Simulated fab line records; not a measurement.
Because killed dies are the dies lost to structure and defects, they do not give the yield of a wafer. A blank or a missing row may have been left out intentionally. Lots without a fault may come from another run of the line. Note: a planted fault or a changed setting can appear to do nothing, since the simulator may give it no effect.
Chamber matching + flow berkeley_cmos170 + UCB170_V1_CVD_00 on pecvd-03 has 3 sister chambers
The step deposits SiO2 from TEOS/O2, target thk 2000 nm, time 250 s. 3 wafers are shown with their chamber, then 11 later ones without.

## WAFERS WITH THEIR CHAMBER
| wafer  | chamber | heater_power_w (W) |
|--------|---------|--------------------|
| L082.3 | 0       | 301                |
| L086.6 | 1       | 193                |
| L089.2 | 2       | 289                |

## WAFERS MISSING THEIR CHAMBER
| wafer  | heater_power_w (W) |
|--------|--------------------|
| L089.3 | 249                |
| L089.5 | 295                |
| L092.1 | 201                |
| L092.2 | 288                |
| L092.5 | 267                |
| L095.2 | 263                |
| L095.5 | 310                |
| L095.6 | 285                |
| L097.2 | 248                |
| L097.3 | 283                |
| L097.6 | 201                |

## THE CHAMBER EACH PASSED THROUGH
| wafer  | from the rows above          | in truth |
|--------|------------------------------|----------|
| L089.3 | can't be placed: 2 or 0 or 1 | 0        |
| L089.5 | can't be placed: 0 or 2      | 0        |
| L092.1 | 1                            | 1        |
| L092.2 | can't be placed: 2 or 0      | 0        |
| L092.5 | can't be placed: 2 or 0      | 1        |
| L095.2 | can't be placed: 2 or 0      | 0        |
| L095.5 | can't be placed: 0 or 2      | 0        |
| L095.6 | can't be placed: 2 or 0      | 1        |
| L097.2 | can't be placed: 2 or 0 or 1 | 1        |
| L097.3 | can't be placed: 2 or 0      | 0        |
| L097.6 | 1                            | 1        |
Correct placement for 2 of the 11. Not placeable from these rows: 9 (in 7, the candidates include the true chamber). 0 placed wrongly.
How it was worked out, from the rows above alone: a wafer's distance from a chamber is the root of the sum, over the readings, of the square of ((its reading less the chamber's mean) divided by the reading's scatter). If the next closest chamber is less than 2 further off than the closest, the wafer can't be placed; otherwise it belongs to the closest. A chamber's mean is the mean of its shown wafers. The scatter: with one shown wafer a chamber, the root of the mean of the squares of how far each hidden wafer lies from its nearest shown one.
